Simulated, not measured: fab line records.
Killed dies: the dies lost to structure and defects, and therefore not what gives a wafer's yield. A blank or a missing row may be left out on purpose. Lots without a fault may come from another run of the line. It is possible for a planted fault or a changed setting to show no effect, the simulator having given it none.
fab line records ; flow rit-cmos
[record] lots = 5; wafers = 15; last-day = 19
route steps=202 shown M1@184
lots untouched by any fault: they come from a run of this same line in which no faults occurred
start-h: hours from the record's first day to the start of the lot's first wafer shown ; wait-h: hours from the lot's prior step to this one ; " unchanged from the row above ; L1.1+2: one row covering several wafers at once ; - value missing, or start not given ; * or withheld: withheld ; < > ~ a bound
route shown NAME@n: names a module that has steps shown in the file, with the first one's number in the route ; usual: mean/standard deviation of fault-free wafers ; same: alike in all rows ; chamber/n: place in a boat ; sites: per-site readings ; _std_site: how widely they spread, as a standard deviation ; _edge_site: inner sites' mean taken away from outer sites' mean ; radius-mm: for every site, how far away it sits from the centre of the wafer ; mask NAME#n: copy n ; behind: the tool/chamber that last shaped the wafer ; hold: why the lot went on hold/how many hours it stayed there/how the hold came to an end ; device: names the non-switching transistor (n, p or np) ; end of line: tests of these same wafers at the route's end ; where a step has no rows: the recipe by itself ; killed: dies lost to structure and defects at the first sort, not the wafer's yield ; map: dies across one wafer; x = killed, . = not, _ = none there
set.NAME: the setting that was run; set.NAME@STEP: the one run at that earlier step ; model.NAME: the simulator's own value behind a step, which no gauge read
a table for each step, a row for each wafer; lots at some steps of the route
services: from which hour (start-h, from the record's first day; less than 0 if before it) a tool's chamber was out of use, for how many hours, and why
[[steps]]
[step RIT_M1_SPUTTER_00]
[recipe] material = Al; target-thk-nm = 400; power-w = 2000; chamber-pressure-pa = 0.4; gas = Ar; time-s = 500; substrate-temp-c = 25
[usual] throttle-valve-pct = 29.9/0.93
lot.wafer;tool;chamber;start-h;wait-h;throttle-valve-pct
L206.3;pvd-sputter-01;-;54.59;0.0;28.7
L206.4;pvd-sputter-01;-;54.59;0.0;30.1
L206.6;pvd-sputter-01;-;54.59;0.0;30.3
L212.3;pvd-sputter-02;-;89.16;0.0;29.1
L212.5;pvd-sputter-02;-;89.16;0.0;30.7
L212.6;pvd-sputter-02;-;89.16;0.0;29.0
L227.1;pvd-sputter-02;-;164.06;0.0;31.3
L227.4;pvd-sputter-02;-;164.06;0.0;30.9
L227.5;pvd-sputter-02;-;164.06;0.0;30.7
L229.1;pvd-sputter-01;-;169.38;0.0;29.8
L229.3;pvd-sputter-01;-;169.38;0.0;28.7
L229.4;pvd-sputter-01;-;169.38;0.0;28.7
L228.1;pvd-sputter-02;-;445.71;0.0;29.1
L228.3;pvd-sputter-02;-;445.71;0.0;30.8
L228.6;pvd-sputter-02;-;445.71;0.0;30.9
[step RIT_M1_RS_MEAS_01]
[recipe] thk-meas-gauge = four-point-probe; reads = Al_of_M1_SPUTTER_00
[usual] M1_AL_RS = 0.0738/0.00088
lot.wafer;tool;chamber;start-h;wait-h;M1_AL_RS[ohm/sq]
L206.3;film-metro-04;-;54.92;0.2;0.0740
L206.4;film-metro-04;-;54.92;0.2;0.0750
L206.6;film-metro-04;-;54.92;0.2;0.0742
L212.3;film-metro-04;-;89.50;0.2;0.0725
L212.5;film-metro-04;-;89.50;0.2;0.0738
L212.6;film-metro-04;-;89.50;0.2;0.0723
L227.1;film-metro-03;-;164.35;0.1;0.0739
L227.4;film-metro-03;-;164.35;0.1;0.0746
L227.5;film-metro-03;-;164.35;0.1;0.0748
L229.1;film-metro-03;-;169.67;0.1;0.0728
L229.3;film-metro-03;-;169.67;0.1;0.0736
L229.4;film-metro-03;-;169.67;0.1;0.0733
L228.1;film-metro-04;-;446.00;0.1;0.0755
L228.3;film-metro-04;-;446.00;0.1;0.0755
L228.6;film-metro-04;-;446.00;0.1;0.0742
[step RIT_M1_THK_MEAS_02]
[recipe] thk-meas-gauge = xrf; reads = Al_of_M1_SPUTTER_00
[usual] M1_AL_THK = 391/4.8
lot.wafer;tool;chamber;start-h;wait-h;M1_AL_THK[nm]
L206.3;film-metro-04;-;55.02;0.1;392
L206.4;film-metro-04;-;55.02;0.1;385
L206.6;film-metro-04;-;55.02;0.1;390
L212.3;film-metro-04;-;89.60;0.1;398
L212.5;film-metro-04;-;89.60;0.1;392
L212.6;film-metro-04;-;89.60;0.1;397
L227.1;film-metro-03;-;164.47;0.1;392
L227.4;film-metro-03;-;164.47;0.1;389
L227.5;film-metro-03;-;164.47;0.1;390
L229.1;film-metro-03;-;169.79;0.1;397
L229.3;film-metro-03;-;169.79;0.1;394
L229.4;film-metro-03;-;169.79;0.1;395
L228.1;film-metro-04;-;446.12;0.1;382
L228.3;film-metro-04;-;446.12;0.1;382
L228.6;film-metro-04;-;446.12;0.1;391
[step RIT_M1_HMDS_03]
[recipe] prime-time-s = 60; prime-temp-c = 140
[step RIT_M1_COAT_04]
[recipe] resist = NOVOLAK; spin-rpm = 2000; resist-thk-nm = 1300
[step RIT_M1_SOFTBAKE_05]
[recipe] resist = NOVOLAK; temp-c = 90; time-s = 60
[step RIT_M1_EXPOSE_06]
[recipe] mask-id = M12; na = 0.6; source-shape = conventional; sigma-outer = 0.5; target-cd-nm = 2600; dose-mj = 250
[step RIT_M1_PEB_07]
[recipe] resist = NOVOLAK; temp-c = withheld; time-s = withheld
[step RIT_M1_DEVELOP_08]
[recipe] resist = NOVOLAK; develop-time-s = 68; dev-temp-c = 23
[step RIT_M1_CD_MEAS_09]
[recipe] target-cd-nm = 2600
[usual] cd-nm = 2599.8/2.6
lot.wafer;tool;chamber;start-h;wait-h;cd-nm
L206.3;cd-sem-01;-;56.07;-;2601.3
L206.4;cd-sem-01;-;56.07;-;2601.3
L206.6;cd-sem-01;-;56.07;-;2603.2
L212.3;cd-sem-01;-;90.68;-;2599.7
L212.5;cd-sem-01;-;90.68;-;2604.9
L212.6;cd-sem-01;-;90.68;-;2600.9
L227.1;cd-sem-01;-;165.54;-;2602.2
L227.4;cd-sem-01;-;165.54;-;2600.3
L227.5;cd-sem-01;-;165.54;-;2602.9
L229.1;cd-sem-02;-;170.86;-;2601.6
L229.3;cd-sem-02;-;170.86;-;2600.7
L229.4;cd-sem-02;-;170.86;-;2603.4
L228.1;cd-sem-01;-;447.17;-;2596.0
L228.3;cd-sem-01;-;447.17;-;2596.6
L228.6;cd-sem-01;-;447.17;-;2597.2
[step RIT_M1_OVL_MEAS_10]
[usual] M1_OVL = -0.5/1.3
lot.wafer;tool;chamber;start-h;wait-h;M1_OVL[nm]
L206.3;overlay-01;-;56.16;0.1;-0.8
L206.4;overlay-01;-;56.16;0.1;-2.4
L206.6;overlay-01;-;56.16;0.1;-0.6
L212.3;overlay-02;-;90.78;0.1;-2.3
L212.5;overlay-02;-;90.78;0.1;-1.0
L212.6;overlay-02;-;90.78;0.1;-2.6
L227.1;overlay-02;-;165.66;0.1;0.1
L227.4;overlay-02;-;165.66;0.1;0.7
L227.5;overlay-02;-;165.66;0.1;0.4
L229.1;overlay-02;-;170.98;0.1;0.9
L229.3;overlay-02;-;170.98;0.1;0.5
L229.4;overlay-02;-;170.98;0.1;0.2
L228.1;overlay-01;-;447.29;0.1;0.7
L228.3;overlay-01;-;447.29;0.1;0.4
L228.6;overlay-01;-;447.29;0.1;-0.2
[step RIT_M1_HARDBAKE_11]
[recipe] resist = NOVOLAK; temp-c = 140; time-s = 120
[step RIT_M1_METAL_ETCH_12]
[recipe] stop-on = SiO2; chemistry = Cl2/BCl3; target = Al; time-s = 165; over-etch-frac = 0.5; pressure-mtorr = 100; target-depth-a = 6000; rf-w = 250; Cl2_flow_sccm = 60; bcl3-flow-sccm = 50
[usual] drypump-motor-current-A = 5.7/0.41; oes-product-au = 0.778/0.016; rf-fwd-power-W = 248.8/0.72; throttle-valve-pct = 8.30/0.11
lot.wafer;tool;chamber;start-h;wait-h;drypump-motor-current-A;oes-product-au;rf-fwd-power-W;rf-hours-counter-h;throttle-valve-pct;model.NOVOLAK_of_M1_COAT_04.thk-nm;model.M1.cd-nm;model.M1.feature-depth-nm
L206.3;rie-metal-01;1;56.49;0.2;5.6;0.772;248.9;-;8.20;836.1;2607;426.9
L206.4;rie-metal-01;0;56.49;0.2;5.9;0.797;249.2;-;8.32;820.6;2602;422.2
L206.6;rie-metal-01;0;56.49;0.2;5.9;0.799;249.7;-;8.34;821.9;2604;426.4
L212.3;rie-metal-01;1;91.10;0.2;5.7;0.795;249.2;-;8.20;832.4;2605;434.7
L212.5;rie-metal-01;0;91.10;0.2;5.9;0.794;250.1;-;8.31;824.7;2608;428.4
L212.6;rie-metal-01;1;91.10;0.2;5.7;0.783;247.7;-;8.21;835.7;2605;435
L227.1;rie-metal-01;1;165.94;0.2;5.7;0.778;248.9;2;8.22;835;2606;427.9
L227.4;rie-metal-01;1;165.94;0.2;5.6;0.774;248.9;-;8.20;836.3;2604;423.9
L227.5;rie-metal-01;0;165.94;0.2;5.9;0.792;424.4;-;8.33;603.2;2560;447.2
L229.1;rie-metal-03;1;171.26;0.2;5.0;0.760;250.1;4;8.46;818.3;2605;434.8
L229.3;rie-metal-03;1;171.26;0.2;5.0;0.753;249.0;-;8.47;823.2;2602;431.1
L229.4;rie-metal-03;0;171.26;0.2;5.7;0.797;249.6;-;8.39;814.9;2606;433.9
L228.1;rie-metal-04;1;447.57;0.2;5.7;0.769;248.8;3;8.10;815;2598;420.7
L228.3;rie-metal-04;1;447.57;0.2;5.7;0.777;249.1;-;8.11;819.6;2598;420.4
L228.6;rie-metal-04;1;447.57;0.2;5.7;0.785;247.8;-;8.12;815.6;2598;427.7
[step RIT_M1_STRIP_13]
[recipe] chemistry = nmp; resist = NOVOLAK; temp-c = 80; time-s = 600; dry = n2-spin
[step RIT_M1_STRIP_14]
[recipe] chemistry = O2; time-s = 180; platen-temp-c = withheld; power-w = 500; pressure-mtorr = 4000; o2-flow-sccm = 4000
[usual] drypump-motor-current-A = 6.2/0.38
lot.wafer;tool;chamber;start-h;wait-h;drypump-motor-current-A;rf-hours-counter-h
L206.3;plasma-asher-02;0;56.83;0.1;5.7;-
L206.4;plasma-asher-02;1;56.83;0.1;5.9;-
L206.6;plasma-asher-02;1;56.83;0.1;5.8;-
L212.3;plasma-asher-02;1;91.45;0.1;5.8;-
L212.5;plasma-asher-02;1;91.45;0.1;5.8;-
L212.6;plasma-asher-02;0;91.45;0.1;5.6;-
L227.1;plasma-asher-03;1;166.30;0.0;6.4;54
L227.4;plasma-asher-03;0;166.30;0.0;6.8;-
L227.5;plasma-asher-03;0;166.30;0.0;6.8;-
L229.1;plasma-asher-03;0;171.60;0.0;6.8;54
L229.3;plasma-asher-03;1;171.60;0.0;6.3;-
L229.4;plasma-asher-03;0;171.60;0.0;6.8;-
L228.1;plasma-asher-03;1;448.09;0.0;6.3;82
L228.3;plasma-asher-03;1;448.09;0.0;6.3;-
L228.6;plasma-asher-03;1;448.09;0.0;6.3;-
[step RIT_M1_CD_MEAS_90]
[recipe] target-cd-nm = 2600
[usual] cd-nm = 2601/3.7
lot.wafer;tool;chamber;start-h;wait-h;hold;cd-nm
L206.3;cd-sem-01;-;56.98;0.1;-;2607
L206.4;cd-sem-01;-;56.98;0.1;-;2602
L206.6;cd-sem-01;-;56.98;0.1;-;2604
L212.3;cd-sem-01;-;91.60;0.1;-;2605
L212.5;cd-sem-01;-;91.60;0.1;-;2608
L212.6;cd-sem-01;-;91.60;0.1;-;2605
L227.1;cd-sem-01;-;166.47;0.1;await-dispo/0.2h/release;2606
L227.4;cd-sem-01;-;166.47;0.1;await-dispo/0.2h/release;2605
L227.5;cd-sem-01;-;166.47;0.1;await-dispo/0.2h/release;2561
L227.1;cd-sem-01;-;166.76;0.3;-;2606
L227.4;cd-sem-01;-;166.76;0.3;-;2604
L227.5;cd-sem-01;-;166.76;0.3;-;2560
L229.1;cd-sem-02;-;171.77;0.1;-;2604
L229.3;cd-sem-02;-;171.77;0.1;-;2602
L229.4;cd-sem-02;-;171.77;0.1;-;2606
L228.1;cd-sem-01;-;448.26;0.1;-;2598
L228.3;cd-sem-01;-;448.26;0.1;-;2598
L228.6;cd-sem-01;-;448.26;0.1;-;2598
[step RIT_M1_PROBE_99]
[usual] defect-limited-yield = 97.5/1.2; killed-at-contacts = 0.1/0.27; killed-at-front-end = 6/3; killed-dies = 7/3; killed-on-rim = 1.7/1.4; killed-open = 3.1/2; killed-short = 3.4/2; sort_bin_3_pad_short = 0.1/0.23; sort_bin_5_function = 1.4/0.76; sort_bin_6_memory = 0.9/0.63; sort-n-pass = 257/3; sort-yield-pct = 97.5/1.2
[same] gross-dies = 264; killed_at_M0_to_M3 = 0; killed_at_M4_up = 0; killed-at-back-side = 0; killed-at-other = 0
lot.wafer;tool;chamber;start-h;wait-h;defect-limited-yield[%];killed-at-contacts;killed-at-front-end;killed-dies;killed-on-rim;killed-open;killed-short;sort_bin_3_pad_short[%];sort_bin_5_function[%];sort_bin_6_memory[%];sort-n-pass;sort-yield-pct[%]
L206.3;prober-01;-;58.78;0.2;95.8;0;11;11;4;8;3;0.4;2.3;1.5;253;95.8
L206.4;prober-01;-;58.83;0.2;97.3;0;7;7;2;1;6;0;1.1;1.5;257;97.3
L206.6;prober-01;-;58.93;0.2;96.2;0;10;10;3;6;4;0.4;1.5;1.9;254;96.2
L212.3;prober-01;-;93.40;0.2;98.9;0;3;3;2;1;2;0;1.1;0;261;98.9
L212.5;prober-01;-;93.50;0.2;97.0;1;7;8;1;4;4;0;2.3;0.8;256;97.0
L212.6;prober-01;-;93.55;0.2;97.0;0;8;8;1;4;4;0.8;1.5;0.8;256;97.0
L227.1;prober-02;-;170.56;0.1;98.5;0;4;4;1;0;4;0.4;0.4;0.8;260;98.5
L227.4;prober-02;-;170.71;0.2;98.9;0;3;3;0;2;1;0;0.8;0.4;261;98.9
L227.5;prober-02;-;170.76;0.2;98.5;0;4;4;1;3;1;0;1.1;0.4;260;98.5
L229.1;prober-01;-;173.51;0.1;98.5;0;4;4;0;1;3;0;1.1;0.4;260;98.5
L229.3;prober-01;-;173.61;0.2;98.5;0;4;4;1;1;3;0.4;0.8;0.4;260;98.5
L229.4;prober-01;-;173.66;0.2;98.1;0;5;5;1;1;4;0.4;0.8;0.8;259;98.1
L228.1;prober-01;-;450.00;0.1;97.3;0;7;7;1;3;4;0.4;1.1;1.1;257;97.3
L228.3;prober-01;-;450.10;0.2;98.1;0;5;5;1;1;4;0.4;0.8;0.8;259;98.1
L228.6;prober-01;-;450.25;0.2;95.1;0;13;13;5;9;4;0;3.0;1.9;251;95.1
// killed by level:class
L206.3 FOX1:geometric-particle:short=3 SPACER:geometric-particle:open=3 FOX1:geometric-particle:open=2 FOX2:geometric-particle:open=1 GATE:geometric-particle:open=1 SILICIDE:geometric-particle:open=1
L206.4 GATE:geometric-particle:short=4 FOX1:geometric-particle:short=1 FOX1:geometric-particle:open=1 SPACER:geometric-particle:short=1
L206.6 GATE:geometric-particle:open=4 GATE:geometric-particle:short=3 FOX2:geometric-particle:open=1 REOX:geometric-particle:short=1 SILICIDE:geometric-particle:open=1
L212.3 GATE:geometric-particle:short=1 SPACER:geometric-particle:short=1 SPACER:geometric-particle:open=1
L212.5 SPACER:geometric-particle:short=3 SPACER:geometric-particle:open=2 FOX1:geometric-particle:short=1 REOX:geometric-particle:open=1 CONTACT:geometric-particle:open=1
L212.6 SPACER:geometric-particle:short=4 SPACER:geometric-particle:open=3 GATE:geometric-particle:open=1
L227.1 REOX:geometric-particle:short=2 SPACER:geometric-particle:short=1 SILICIDE:geometric-particle:short=1
L227.4 FOX1:geometric-particle:open=1 FOX2:geometric-particle:open=1 SPACER:geometric-particle:short=1
L227.5 FOX2:geometric-particle:open=2 GATE:geometric-particle:short=1 REOX:geometric-particle:open=1
L229.1 GATE:geometric-particle:short=2 REOX:geometric-particle:open=1 REOX:geometric-particle:short=1
L229.3 GATE:geometric-particle:short=2 FOX1:geometric-particle:short=1 GATE:geometric-particle:open=1
L229.4 GATE:geometric-particle:short=4 FOX2:geometric-particle:open=1
L228.1 GATE:geometric-particle:open=3 GATE:geometric-particle:short=2 REOX:geometric-particle:short=1 SPACER:geometric-particle:short=1
L228.3 FOX1:geometric-particle:short=1 FOX1:geometric-particle:open=1 FOX2:geometric-particle:short=1 GATE:geometric-particle:short=1 SILICIDE:geometric-particle:short=1
L228.6 GATE:geometric-particle:open=6 FOX1:geometric-particle:open=3 FOX1:geometric-particle:short=2 FOX2:geometric-particle:short=1 SPACER:geometric-particle:short=1
[[services]]
tool;chamber;start-h;hours;kind
plasma-asher-03;-;56.59;2.4;repair
rie-metal-04;-;69.41;2.8;pm
plasma-asher-02;-;105.02;4.3;repair
pvd-sputter-01;-;105.71;5.2;repair
pvd-sputter-02;-;126.24;7.0;repair
plasma-asher-02;-;135.24;0.7;repair
rie-metal-04;-;136.12;20.0;pm
rie-metal-03;0;140.68;10.3;repair
pvd-sputter-02;-;150.76;13.1;repair
rie-metal-04;0;174.67;2.4;repair
rie-metal-04;1;201.49;4.7;repair
rie-metal-03;0;232.56;10.1;repair
rie-metal-01;0;336.84;1.2;repair
plasma-asher-03;-;373.70;14.6;pm
rie-metal-04;1;378.03;10.4;repair
pvd-sputter-01;-;388.73;24.6;repair
plasma-asher-02;-;420.17;1.0;repair
plasma-asher-02;-;421.25;9.0;pm
plasma-asher-02;0;421.25;9.0;vent-cycle
plasma-asher-02;1;421.25;9.0;vent-cycle
pvd-sputter-02;-;426.57;3.6;repair
plasma-asher-02;0;430.25;-;clean
pvd-sputter-02;-;430.80;4.3;repair
pvd-sputter-01;-;443.49;2.4;repair
[[key]]
[first-sign] step = RIT_M1_METAL_ETCH_12; reading = rf-fwd-power-W; direction = up; sigmas = 99+; usual = 248.8; struck = 424.4
[effect] step = RIT_M1_CD_MEAS_90; reading = visit; direction = added
[effect] step = RIT_M1_CD_MEAS_90; reading = cd-nm; direction = down; sigmas = 11; usual = 2601; struck = 2561
[model-effect] step = RIT_M1_METAL_ETCH_12; value = NOVOLAK_of_M1_COAT_04.thk-nm; without = 824; struck = 603.2
met-at RIT_M1_METAL_ETCH_12
struck-wafers L227.5
onset-between 91.10 165.94
[fault] kind = process-parameter-drift; tool = rie-metal-01; chamber = 0; onset-h = 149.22; steps = RIT_M1_METAL_ETCH_12; channel = rf-w; offset = 175; shape = step; end-h = 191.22; stated = 250
